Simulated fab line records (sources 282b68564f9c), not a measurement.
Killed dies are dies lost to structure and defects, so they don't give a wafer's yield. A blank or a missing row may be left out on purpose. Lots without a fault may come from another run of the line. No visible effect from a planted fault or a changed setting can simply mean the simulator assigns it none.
fab line records || flow rit_cmos
record {"lots": 14, "wafers": 42, "last_day": 7}
route steps=202 shown NLDD@111
lots that met no fault: taken from a fault-free run of the same line
start_h: hours from the record's first day to the start of the lot's first wafer shown || wait_h: how many hours have passed since the lot's step before this one || " unchanged from the row above || L1.1+2: several wafers, shown together as one row || - no value, or no start was given || * or withheld: withheld || < > ~ a bound
route shown NAME@n: a module of which the file shows steps, and the number in the route of the first || usual: average and standard deviation across the fault-free wafers || same: alike in all rows || chamber/n: place in a boat || sites: readings site by site || _std_site: the standard deviation of these || _edge_site: the outer-site mean with the inner-site mean subtracted || radius_mm: for every site, how far away it sits from the centre of the wafer || mask NAME#n: copy n || behind: the last tool/chamber to shape the wafer || hold: what put the lot on hold/how long, in hours/how the hold closed || device: whichever transistor did not switch (one of n, p or np) || end of line: tests run on the same wafers once the route is complete || a step with no rows: only its recipe || killed: dies lost to structure and defects at the first sort, not the wafer's yield || map: a wafer's dies, x killed, . not, _ none there
set.NAME: the setting as run; set.NAME@STEP: as run at that earlier step || model.NAME: the simulator's own value behind a step, which no gauge read
steps of the route over a sample of lots; a table a step, a row a wafer
services: a tool's chamber out of use, with start hour (start_h, from the record's first day; less than 0 if before it), hours out, and reason
## steps
# step RIT_NLDD_IMPLANT_08
# recipe {"species": "P", "energy_kev": 20.21, "dose_cm2": 5e+14, "tilt_deg": 7}
# usual {"dose_ions_cm2": "5e+14/5.7e+11", "faraday_current_uA": "1576/32"}
{"lot.wafer": "L170.2", "tool": "implanter-04", "chamber": 0, "start_h": 42.52, "wait_h": 0.1, "dose_ions_cm2": 5.009e+14, "faraday_current_uA": 1574}
{"lot.wafer": "L170.3", "tool": "implanter-04", "chamber": 0, "start_h": 42.52, "wait_h": 0.1, "dose_ions_cm2": 5e+14, "faraday_current_uA": 1562}
{"lot.wafer": "L170.5", "tool": "implanter-04", "chamber": 0, "start_h": 42.52, "wait_h": 0.1, "dose_ions_cm2": 5.005e+14, "faraday_current_uA": 1580}
{"lot.wafer": "L171.3", "tool": "implanter-02", "chamber": 0, "start_h": 47.37, "wait_h": 0.1, "dose_ions_cm2": 5.004e+14, "faraday_current_uA": 1586}
{"lot.wafer": "L171.5", "tool": "implanter-02", "chamber": 0, "start_h": 47.37, "wait_h": 0.1, "dose_ions_cm2": 4.995e+14, "faraday_current_uA": 1580}
{"lot.wafer": "L171.6", "tool": "implanter-02", "chamber": 0, "start_h": 47.37, "wait_h": 0.1, "dose_ions_cm2": 4.991e+14, "faraday_current_uA": 1613}
{"lot.wafer": "L172.2", "tool": "implanter-02", "chamber": 0, "start_h": 52.31, "wait_h": 0.1, "dose_ions_cm2": 4.994e+14, "faraday_current_uA": 1540}
{"lot.wafer": "L172.5", "tool": "implanter-02", "chamber": 0, "start_h": 52.31, "wait_h": 0.1, "dose_ions_cm2": 4.993e+14, "faraday_current_uA": 1553}
{"lot.wafer": "L172.6", "tool": "implanter-02", "chamber": 0, "start_h": 52.31, "wait_h": 0.1, "dose_ions_cm2": 5.003e+14, "faraday_current_uA": 1542}
{"lot.wafer": "L173.1", "tool": "implanter-04", "chamber": 0, "start_h": 55.47, "wait_h": 0.1, "dose_ions_cm2": 5.005e+14, "faraday_current_uA": 1608}
{"lot.wafer": "L173.4", "tool": "implanter-04", "chamber": 0, "start_h": 55.47, "wait_h": 0.1, "dose_ions_cm2": 5.006e+14, "faraday_current_uA": 1629}
{"lot.wafer": "L173.6", "tool": "implanter-04", "chamber": 0, "start_h": 55.47, "wait_h": 0.1, "dose_ions_cm2": 5.016e+14, "faraday_current_uA": 1582}
{"lot.wafer": "L176.3", "tool": "implanter-04", "chamber": 0, "start_h": 71.89, "wait_h": 0.1, "dose_ions_cm2": 4.997e+14, "faraday_current_uA": 1562}
{"lot.wafer": "L176.4", "tool": "implanter-04", "chamber": 0, "start_h": 71.89, "wait_h": 0.1, "dose_ions_cm2": 4.999e+14, "faraday_current_uA": 1634}
{"lot.wafer": "L176.6", "tool": "implanter-04", "chamber": 0, "start_h": 71.89, "wait_h": 0.1, "dose_ions_cm2": 5.011e+14, "faraday_current_uA": 1525}
{"lot.wafer": "L178.1", "tool": "implanter-04", "chamber": 0, "start_h": 82.08, "wait_h": 0.1, "dose_ions_cm2": 7.099e+14, "faraday_current_uA": 2186}
{"lot.wafer": "L178.3", "tool": "implanter-04", "chamber": 0, "start_h": 82.08, "wait_h": 0.1, "dose_ions_cm2": 7.101e+14, "faraday_current_uA": 2212}
{"lot.wafer": "L178.4", "tool": "implanter-04", "chamber": 0, "start_h": 82.08, "wait_h": 0.1, "dose_ions_cm2": 7.108e+14, "faraday_current_uA": 2242}
{"lot.wafer": "L182.2", "tool": "implanter-04", "chamber": 0, "start_h": 103.03, "wait_h": 0.1, "dose_ions_cm2": 7.102e+14, "faraday_current_uA": 2242}
{"lot.wafer": "L182.3", "tool": "implanter-04", "chamber": 0, "start_h": 103.03, "wait_h": 0.1, "dose_ions_cm2": 7.105e+14, "faraday_current_uA": 2270}
{"lot.wafer": "L182.4", "tool": "implanter-04", "chamber": 0, "start_h": 103.03, "wait_h": 0.1, "dose_ions_cm2": 7.105e+14, "faraday_current_uA": 2302}
{"lot.wafer": "L185.1", "tool": "implanter-02", "chamber": 0, "start_h": 115.72, "wait_h": 0.1, "dose_ions_cm2": 4.992e+14, "faraday_current_uA": 1585}
{"lot.wafer": "L185.2", "tool": "implanter-02", "chamber": 0, "start_h": 115.72, "wait_h": 0.1, "dose_ions_cm2": 4.991e+14, "faraday_current_uA": 1592}
{"lot.wafer": "L185.3", "tool": "implanter-02", "chamber": 0, "start_h": 115.72, "wait_h": 0.1, "dose_ions_cm2": 4.988e+14, "faraday_current_uA": 1580}
{"lot.wafer": "L186.2", "tool": "implanter-03", "chamber": 0, "start_h": 121.16, "wait_h": 0.1, "dose_ions_cm2": 5.003e+14, "faraday_current_uA": 1624}
{"lot.wafer": "L186.3", "tool": "implanter-03", "chamber": 0, "start_h": 121.16, "wait_h": 0.1, "dose_ions_cm2": 4.997e+14, "faraday_current_uA": 1531}
{"lot.wafer": "L186.4", "tool": "implanter-03", "chamber": 0, "start_h": 121.16, "wait_h": 0.1, "dose_ions_cm2": 5.009e+14, "faraday_current_uA": 1602}
{"lot.wafer": "L187.2", "tool": "implanter-02", "chamber": 0, "start_h": 128.67, "wait_h": 0.1, "dose_ions_cm2": 5.003e+14, "faraday_current_uA": 1582}
{"lot.wafer": "L187.4", "tool": "implanter-02", "chamber": 0, "start_h": 128.67, "wait_h": 0.1, "dose_ions_cm2": 5.003e+14, "faraday_current_uA": 1587}
{"lot.wafer": "L187.6", "tool": "implanter-02", "chamber": 0, "start_h": 128.67, "wait_h": 0.1, "dose_ions_cm2": 5.001e+14, "faraday_current_uA": 1571}
{"lot.wafer": "L190.2", "tool": "implanter-03", "chamber": 0, "start_h": 142.16, "wait_h": 0.1, "dose_ions_cm2": 4.989e+14, "faraday_current_uA": 1601}
{"lot.wafer": "L190.3", "tool": "implanter-03", "chamber": 0, "start_h": 142.16, "wait_h": 0.1, "dose_ions_cm2": 5.003e+14, "faraday_current_uA": 1569}
{"lot.wafer": "L190.6", "tool": "implanter-03", "chamber": 0, "start_h": 142.16, "wait_h": 0.1, "dose_ions_cm2": 5.003e+14, "faraday_current_uA": 1564}
{"lot.wafer": "L191.1", "tool": "implanter-03", "chamber": 0, "start_h": 145.88, "wait_h": 0.1, "dose_ions_cm2": 5.004e+14, "faraday_current_uA": 1630}
{"lot.wafer": "L191.3", "tool": "implanter-03", "chamber": 0, "start_h": 145.88, "wait_h": 0.1, "dose_ions_cm2": 5.001e+14, "faraday_current_uA": 1535}
{"lot.wafer": "L191.6", "tool": "implanter-03", "chamber": 0, "start_h": 145.88, "wait_h": 0.1, "dose_ions_cm2": 4.992e+14, "faraday_current_uA": 1597}
{"lot.wafer": "L192.1", "tool": "implanter-02", "chamber": 0, "start_h": 151.95, "wait_h": 0.1, "dose_ions_cm2": 5.002e+14, "faraday_current_uA": 1610}
{"lot.wafer": "L192.2", "tool": "implanter-02", "chamber": 0, "start_h": 151.95, "wait_h": 0.1, "dose_ions_cm2": 4.992e+14, "faraday_current_uA": 1543}
{"lot.wafer": "L192.4", "tool": "implanter-02", "chamber": 0, "start_h": 151.95, "wait_h": 0.1, "dose_ions_cm2": 4.996e+14, "faraday_current_uA": 1562}
{"lot.wafer": "L193.1", "tool": "implanter-03", "chamber": 0, "start_h": 158.16, "wait_h": 0.1, "dose_ions_cm2": 5.002e+14, "faraday_current_uA": 1577}
{"lot.wafer": "L193.2", "tool": "implanter-03", "chamber": 0, "start_h": 158.16, "wait_h": 0.1, "dose_ions_cm2": 5.002e+14, "faraday_current_uA": 1554}
{"lot.wafer": "L193.4", "tool": "implanter-03", "chamber": 0, "start_h": 158.16, "wait_h": 0.1, "dose_ions_cm2": 4.999e+14, "faraday_current_uA": 1606}
# step RIT_NLDD_TW_MEAS_10
# usual {"NLDD_TW": "2502/16"}
{"lot.wafer": "L170.2", "tool": "film_metro-02", "chamber": "-", "start_h": 42.83, "wait_h": 0.1, "NLDD_TW": 2483}
{"lot.wafer": "L170.3", "tool": "film_metro-02", "chamber": "-", "start_h": 42.83, "wait_h": 0.1, "NLDD_TW": 2490}
{"lot.wafer": "L170.5", "tool": "film_metro-02", "chamber": "-", "start_h": 42.83, "wait_h": 0.1, "NLDD_TW": 2472}
{"lot.wafer": "L171.3", "tool": "film_metro-03", "chamber": "-", "start_h": 47.66, "wait_h": 0.1, "NLDD_TW": 2519}
{"lot.wafer": "L171.5", "tool": "film_metro-03", "chamber": "-", "start_h": 47.66, "wait_h": 0.1, "NLDD_TW": 2506}
{"lot.wafer": "L171.6", "tool": "film_metro-03", "chamber": "-", "start_h": 47.66, "wait_h": 0.1, "NLDD_TW": 2534}
{"lot.wafer": "L172.2", "tool": "film_metro-02", "chamber": "-", "start_h": 52.62, "wait_h": 0.1, "NLDD_TW": 2465}
{"lot.wafer": "L172.5", "tool": "film_metro-02", "chamber": "-", "start_h": 52.62, "wait_h": 0.1, "NLDD_TW": 2487}
{"lot.wafer": "L172.6", "tool": "film_metro-02", "chamber": "-", "start_h": 52.62, "wait_h": 0.1, "NLDD_TW": 2483}
{"lot.wafer": "L173.1", "tool": "film_metro-03", "chamber": "-", "start_h": 55.79, "wait_h": 0.1, "NLDD_TW": 2518}
{"lot.wafer": "L173.4", "tool": "film_metro-03", "chamber": "-", "start_h": 55.79, "wait_h": 0.1, "NLDD_TW": 2529}
{"lot.wafer": "L173.6", "tool": "film_metro-03", "chamber": "-", "start_h": 55.79, "wait_h": 0.1, "NLDD_TW": 2538}
{"lot.wafer": "L176.3", "tool": "film_metro-03", "chamber": "-", "start_h": 72.18, "wait_h": 0.1, "NLDD_TW": 2493}
{"lot.wafer": "L176.4", "tool": "film_metro-03", "chamber": "-", "start_h": 72.18, "wait_h": 0.1, "NLDD_TW": 2516}
{"lot.wafer": "L176.6", "tool": "film_metro-03", "chamber": "-", "start_h": 72.18, "wait_h": 0.1, "NLDD_TW": 2502}
{"lot.wafer": "L178.1", "tool": "film_metro-02", "chamber": "-", "start_h": 82.41, "wait_h": 0.1, "NLDD_TW": 2704}
{"lot.wafer": "L178.3", "tool": "film_metro-02", "chamber": "-", "start_h": 82.41, "wait_h": 0.1, "NLDD_TW": 2703}
{"lot.wafer": "L178.4", "tool": "film_metro-02", "chamber": "-", "start_h": 82.41, "wait_h": 0.1, "NLDD_TW": 2703}
{"lot.wafer": "L182.2", "tool": "film_metro-02", "chamber": "-", "start_h": 103.34, "wait_h": 0.1, "NLDD_TW": 2721}
{"lot.wafer": "L182.3", "tool": "film_metro-02", "chamber": "-", "start_h": 103.34, "wait_h": 0.1, "NLDD_TW": 2714}
{"lot.wafer": "L182.4", "tool": "film_metro-02", "chamber": "-", "start_h": 103.34, "wait_h": 0.1, "NLDD_TW": 2708}
{"lot.wafer": "L185.1", "tool": "film_metro-01", "chamber": "-", "start_h": 116.04, "wait_h": 0.1, "NLDD_TW": 2493}
{"lot.wafer": "L185.2", "tool": "film_metro-01", "chamber": "-", "start_h": 116.04, "wait_h": 0.1, "NLDD_TW": 2498}
{"lot.wafer": "L185.3", "tool": "film_metro-01", "chamber": "-", "start_h": 116.04, "wait_h": 0.1, "NLDD_TW": 2501}
{"lot.wafer": "L186.2", "tool": "film_metro-02", "chamber": "-", "start_h": 121.47, "wait_h": 0.1, "NLDD_TW": 2483}
{"lot.wafer": "L186.3", "tool": "film_metro-02", "chamber": "-", "start_h": 121.47, "wait_h": 0.1, "NLDD_TW": 2508}
{"lot.wafer": "L186.4", "tool": "film_metro-02", "chamber": "-", "start_h": 121.47, "wait_h": 0.1, "NLDD_TW": 2476}
{"lot.wafer": "L187.2", "tool": "film_metro-03", "chamber": "-", "start_h": 128.98, "wait_h": 0.1, "NLDD_TW": 2526}
{"lot.wafer": "L187.4", "tool": "film_metro-03", "chamber": "-", "start_h": 128.98, "wait_h": 0.1, "NLDD_TW": 2533}
{"lot.wafer": "L187.6", "tool": "film_metro-03", "chamber": "-", "start_h": 128.98, "wait_h": 0.1, "NLDD_TW": 2525}
{"lot.wafer": "L190.2", "tool": "film_metro-02", "chamber": "-", "start_h": 142.47, "wait_h": 0.1, "NLDD_TW": 2498}
{"lot.wafer": "L190.3", "tool": "film_metro-02", "chamber": "-", "start_h": 142.47, "wait_h": 0.1, "NLDD_TW": 2493}
{"lot.wafer": "L190.6", "tool": "film_metro-02", "chamber": "-", "start_h": 142.47, "wait_h": 0.1, "NLDD_TW": 2499}
{"lot.wafer": "L191.1", "tool": "film_metro-01", "chamber": "-", "start_h": 146.20, "wait_h": 0.1, "NLDD_TW": 2515}
{"lot.wafer": "L191.3", "tool": "film_metro-01", "chamber": "-", "start_h": 146.20, "wait_h": 0.1, "NLDD_TW": 2506}
{"lot.wafer": "L191.6", "tool": "film_metro-01", "chamber": "-", "start_h": 146.20, "wait_h": 0.1, "NLDD_TW": 2516}
{"lot.wafer": "L192.1", "tool": "film_metro-02", "chamber": "-", "start_h": 152.28, "wait_h": 0.1, "NLDD_TW": 2509}
{"lot.wafer": "L192.2", "tool": "film_metro-02", "chamber": "-", "start_h": 152.28, "wait_h": 0.1, "NLDD_TW": 2488}
{"lot.wafer": "L192.4", "tool": "film_metro-02", "chamber": "-", "start_h": 152.28, "wait_h": 0.1, "NLDD_TW": 2500}
{"lot.wafer": "L193.1", "tool": "film_metro-01", "chamber": "-", "start_h": 158.48, "wait_h": 0.1, "NLDD_TW": 2483}
{"lot.wafer": "L193.2", "tool": "film_metro-01", "chamber": "-", "start_h": 158.48, "wait_h": 0.1, "NLDD_TW": 2506}
{"lot.wafer": "L193.4", "tool": "film_metro-01", "chamber": "-", "start_h": 158.48, "wait_h": 0.1, "NLDD_TW": 2497}
# step RIT_SDANNEAL_RS_MEAS_07
# recipe {"thk_meas_gauge": "four-point-probe"}
# usual {"NLDD_RS": "151.3/0.5"}
{"lot.wafer": "L170.2", "tool": "film_metro-01", "chamber": "-", "start_h": 50.60, "wait_h": 0.1, "NLDD_RS[ohm/sq]": 152.0}
{"lot.wafer": "L170.3", "tool": "film_metro-01", "chamber": "-", "start_h": 50.60, "wait_h": 0.1, "NLDD_RS[ohm/sq]": 151.2}
{"lot.wafer": "L170.5", "tool": "film_metro-01", "chamber": "-", "start_h": 50.60, "wait_h": 0.1, "NLDD_RS[ohm/sq]": 151.5}
{"lot.wafer": "L171.3", "tool": "film_metro-01", "chamber": "-", "start_h": 55.41, "wait_h": 0.1, "NLDD_RS[ohm/sq]": 151.5}
{"lot.wafer": "L171.5", "tool": "film_metro-01", "chamber": "-", "start_h": 55.41, "wait_h": 0.1, "NLDD_RS[ohm/sq]": 151.3}
{"lot.wafer": "L171.6", "tool": "film_metro-01", "chamber": "-", "start_h": 55.41, "wait_h": 0.1, "NLDD_RS[ohm/sq]": 151.6}
{"lot.wafer": "L172.2", "tool": "film_metro-03", "chamber": "-", "start_h": 60.48, "wait_h": 0.1, "NLDD_RS[ohm/sq]": 151.4}
{"lot.wafer": "L172.5", "tool": "film_metro-03", "chamber": "-", "start_h": 60.48, "wait_h": 0.1, "NLDD_RS[ohm/sq]": 151.1}
{"lot.wafer": "L172.6", "tool": "film_metro-03", "chamber": "-", "start_h": 60.48, "wait_h": 0.1, "NLDD_RS[ohm/sq]": 151.6}
{"lot.wafer": "L173.1", "tool": "film_metro-03", "chamber": "-", "start_h": 63.82, "wait_h": 0.1, "NLDD_RS[ohm/sq]": 151.3}
{"lot.wafer": "L173.4", "tool": "film_metro-03", "chamber": "-", "start_h": 63.82, "wait_h": 0.1, "NLDD_RS[ohm/sq]": 151.1}
{"lot.wafer": "L173.6", "tool": "film_metro-03", "chamber": "-", "start_h": 63.82, "wait_h": 0.1, "NLDD_RS[ohm/sq]": 150.8}
{"lot.wafer": "L176.3", "tool": "film_metro-03", "chamber": "-", "start_h": 79.87, "wait_h": 0.1, "NLDD_RS[ohm/sq]": 151.0}
{"lot.wafer": "L176.4", "tool": "film_metro-03", "chamber": "-", "start_h": 79.87, "wait_h": 0.1, "NLDD_RS[ohm/sq]": 151.5}
{"lot.wafer": "L176.6", "tool": "film_metro-03", "chamber": "-", "start_h": 79.87, "wait_h": 0.1, "NLDD_RS[ohm/sq]": 151.5}
{"lot.wafer": "L178.1", "tool": "film_metro-03", "chamber": "-", "start_h": 90.29, "wait_h": 0.1, "NLDD_RS[ohm/sq]": 113.9}
{"lot.wafer": "L178.3", "tool": "film_metro-03", "chamber": "-", "start_h": 90.29, "wait_h": 0.1, "NLDD_RS[ohm/sq]": 113.7}
{"lot.wafer": "L178.4", "tool": "film_metro-03", "chamber": "-", "start_h": 90.29, "wait_h": 0.1, "NLDD_RS[ohm/sq]": 114.0}
{"lot.wafer": "L182.2", "tool": "film_metro-03", "chamber": "-", "start_h": 111.98, "wait_h": 0.1, "NLDD_RS[ohm/sq]": 114.1}
{"lot.wafer": "L182.3", "tool": "film_metro-03", "chamber": "-", "start_h": 111.98, "wait_h": 0.1, "NLDD_RS[ohm/sq]": 113.6}
{"lot.wafer": "L182.4", "tool": "film_metro-03", "chamber": "-", "start_h": 111.98, "wait_h": 0.1, "NLDD_RS[ohm/sq]": 113.6}
{"lot.wafer": "L185.1", "tool": "film_metro-02", "chamber": "-", "start_h": 124.07, "wait_h": 0.1, "NLDD_RS[ohm/sq]": 151.6}
{"lot.wafer": "L185.2", "tool": "film_metro-02", "chamber": "-", "start_h": 124.07, "wait_h": 0.1, "NLDD_RS[ohm/sq]": 151.5}
{"lot.wafer": "L185.3", "tool": "film_metro-02", "chamber": "-", "start_h": 124.07, "wait_h": 0.1, "NLDD_RS[ohm/sq]": 151.8}
{"lot.wafer": "L186.2", "tool": "film_metro-02", "chamber": "-", "start_h": 129.40, "wait_h": 0.1, "NLDD_RS[ohm/sq]": 151.6}
{"lot.wafer": "L186.3", "tool": "film_metro-02", "chamber": "-", "start_h": 129.40, "wait_h": 0.1, "NLDD_RS[ohm/sq]": 151.0}
{"lot.wafer": "L186.4", "tool": "film_metro-02", "chamber": "-", "start_h": 129.40, "wait_h": 0.1, "NLDD_RS[ohm/sq]": 151.2}
{"lot.wafer": "L187.2", "tool": "film_metro-03", "chamber": "-", "start_h": 137.06, "wait_h": 0.1, "NLDD_RS[ohm/sq]": 151.2}
{"lot.wafer": "L187.4", "tool": "film_metro-03", "chamber": "-", "start_h": 137.06, "wait_h": 0.1, "NLDD_RS[ohm/sq]": 151.0}
{"lot.wafer": "L187.6", "tool": "film_metro-03", "chamber": "-", "start_h": 137.06, "wait_h": 0.1, "NLDD_RS[ohm/sq]": 151.3}
{"lot.wafer": "L190.2", "tool": "film_metro-02", "chamber": "-", "start_h": 150.23, "wait_h": 0.1, "NLDD_RS[ohm/sq]": 151.1}
{"lot.wafer": "L190.3", "tool": "film_metro-02", "chamber": "-", "start_h": 150.23, "wait_h": 0.1, "NLDD_RS[ohm/sq]": 151.0}
{"lot.wafer": "L190.6", "tool": "film_metro-02", "chamber": "-", "start_h": 150.23, "wait_h": 0.1, "NLDD_RS[ohm/sq]": 151.1}
{"lot.wafer": "L191.1", "tool": "film_metro-01", "chamber": "-", "start_h": 154.22, "wait_h": 0.1, "NLDD_RS[ohm/sq]": 151.8}
{"lot.wafer": "L191.3", "tool": "film_metro-01", "chamber": "-", "start_h": 154.22, "wait_h": 0.1, "NLDD_RS[ohm/sq]": 151.1}
{"lot.wafer": "L191.6", "tool": "film_metro-01", "chamber": "-", "start_h": 154.22, "wait_h": 0.1, "NLDD_RS[ohm/sq]": 152.2}
{"lot.wafer": "L192.1", "tool": "film_metro-03", "chamber": "-", "start_h": 160.23, "wait_h": 0.1, "NLDD_RS[ohm/sq]": 151.2}
{"lot.wafer": "L192.2", "tool": "film_metro-03", "chamber": "-", "start_h": 160.23, "wait_h": 0.1, "NLDD_RS[ohm/sq]": 151.2}
{"lot.wafer": "L192.4", "tool": "film_metro-03", "chamber": "-", "start_h": 160.23, "wait_h": 0.1, "NLDD_RS[ohm/sq]": 151.8}
{"lot.wafer": "L193.1", "tool": "film_metro-03", "chamber": "-", "start_h": 166.50, "wait_h": 0.1, "NLDD_RS[ohm/sq]": 151.4}
{"lot.wafer": "L193.2", "tool": "film_metro-03", "chamber": "-", "start_h": 166.50, "wait_h": 0.1, "NLDD_RS[ohm/sq]": 151.4}
{"lot.wafer": "L193.4", "tool": "film_metro-03", "chamber": "-", "start_h": 166.50, "wait_h": 0.1, "NLDD_RS[ohm/sq]": 151.0}
## services
{"tool": "implanter-02", "chamber": "-", "start_h": 56.59, "hours": 8.4, "kind": "repair"}
{"tool": "implanter-03", "chamber": "-", "start_h": 63.28, "hours": 2.1, "kind": "repair"}
{"tool": "implanter-02", "chamber": "-", "start_h": 76.25, "hours": 2.2, "kind": "repair"}
{"tool": "implanter-02", "chamber": "-", "start_h": 100.83, "hours": 1.0, "kind": "repair"}
{"tool": "implanter-03", "chamber": "-", "start_h": 138.30, "hours": 1.4, "kind": "repair"}
{"tool": "implanter-04", "chamber": "-", "start_h": 140.12, "hours": 1.9, "kind": "repair"}
## key
first_sign {"step": "RIT_NLDD_IMPLANT_08", "reading": "dose_ions_cm2", "direction": "up", "sigmas": "99+", "usual": 5e+14, "struck": 7.103e+14}
effect {"step": "RIT_NLDD_IMPLANT_08", "reading": "faraday_current_uA", "direction": "up", "sigmas": 21, "usual": 1576, "struck": 2242}
effect {"step": "RIT_NLDD_TW_MEAS_10", "reading": "NLDD_TW", "direction": "up", "sigmas": 13, "usual": 2502, "struck": 2709}
effect {"step": "RIT_SDANNEAL_RS_MEAS_07", "reading": "NLDD_RS", "direction": "down", "sigmas": 75, "usual": 151.3, "struck": 113.8}
met_at RIT_NLDD_IMPLANT_08
struck_lots L178,L182
tester_left_out L178,L182
onset_between 71.89 82.08
fault {"kind": "process_parameter_drift", "tool": "implanter-04", "chamber": "-", "onset_h": 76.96, "steps": "RIT_NLDD_IMPLANT_08", "channel": "dose_cm2", "offset": 2.1e+14, "shape": "step", "end_h": 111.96, "acts_in": "these_recipes_only", "stated": 5e+14}
# tester_left_out: of these lots the tester's yield and bins aren't shown, on N5 and GAA mostly nor the transistor test; their killed dies are dies lost to structure and defects alone, not to doping, threshold or leakage, so they don't give the yield
